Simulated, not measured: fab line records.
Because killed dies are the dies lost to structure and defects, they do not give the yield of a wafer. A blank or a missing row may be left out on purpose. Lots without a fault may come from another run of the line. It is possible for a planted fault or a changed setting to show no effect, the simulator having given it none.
Problem report, 8D (eight disciplines) form, completed by code || flow rit-cmos || the parts of the form that need people (team, actions taken, sign-off) are left out

1. WHAT WENT WRONG
Wafers without a fault read 7.2, standard deviation 2.5; killed-at-front-end at RIT_M1_PROBE_99 reads a mean of 157.7 on 9 wafers belonging to 3 lots. Relative to the usual mean, that is a shift of +60 standard deviations.
First seen on wafer L101.2, day 6 13:01, on prober-02. The record holds 45 wafers of 15 lots with a number at this step. Rule for "out", or "out of limits": more than 4 standard deviations from the usual mean. Any other wafer with a number is counted as sound.

2. WHAT IT IS, WHAT IT ISN'T
{"question": "which readings at this step", "is": "killed-at-front-end, killed-dies, killed-on-rim", "is not": "killed-at-contacts, killed-short"}
{"question": "which lots", "is": "L101, L102, L103", "is not": "L100, L105, L987, L988, L990, L991, L992, L994, L995, L996, L998, L999"}
{"question": "which wafers of those lots", "is": "all that have a number", "is not": "-"}
{"question": "read on which tools", "is": "prober-01, prober-02", "is not": "-"}
{"question": "when", "is": "from day 6 13:01", "is not": "up to then (33 sound wafers); but 3 sound wafers of L105 came after"}

3. THE SUSPECTS, EACH WITH WHAT RULES IT OUT
Counting: a tool at any process step up to the reading remains a suspect when it ran all the lots that are out and ran no sound lot after the first of those.
- furnace-04 at RIT_REOX_OXIDATION_03 (target thk 25.2 nm, ox time 5580 s): kept. It processed each lot that is out, first L101 at day 5 16:53, and no sound lot thereafter; up to then, the last sound lot it processed was L998 at day 5 02:34.
Left after counting: furnace-04 at RIT_REOX_OXIDATION_03.

4. THE CAUSE (what the simulator had put in)
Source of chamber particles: furnace-04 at RIT_REOX_OXIDATION_03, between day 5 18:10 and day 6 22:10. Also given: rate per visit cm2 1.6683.
The count eliminated every tool but this one.

5. THE EFFECT CHAIN, in route order
Each row: a reading whose mean over the struck wafers that have a number lies more than 3 standard deviations from the usual. Only readings for which the record gives a usual standard deviation are gone through. hours: the time from each lot's start at the first step in this table that gives one to its start at this step, as a median over the lots. sigmas: the change in usual standard deviations.
{"hours": 0, "step": "RIT_M1_PROBE_99", "reading": "killed-at-front-end", "usual": 7.2, "on struck wafers": 157.7, "change": "+150.5", "sigmas": "+60"}
{"hours": 0, "step": "RIT_M1_PROBE_99", "reading": "killed-dies", "usual": 7.3, "on struck wafers": 157.7, "change": "+150.4", "sigmas": "+60"}
{"hours": 0, "step": "RIT_M1_PROBE_99", "reading": "killed-on-rim", "usual": 2.0, "on struck wafers": 42.2, "change": "+40.2", "sigmas": "+29"}
Process steps it contains:
- RIT_M1_PROBE_99

6. WHAT WOULD HAVE CAUGHT IT SOONER
In this record the first reading out of limits was taken at day 6 13:01, 19 hours after the fault began at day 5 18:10.
No tool reading at RIT_REOX_OXIDATION_03 that has a usual standard deviation in the record was out on any struck wafer, so an alarm limit of 4 standard deviations on those readings would not have fired.
Each of the lots that are out, 3 in all, had begun RIT_REOX_OXIDATION_03 on furnace-04 no later than day 6 13:01. Holding the tool at that point would not have protected any of them.
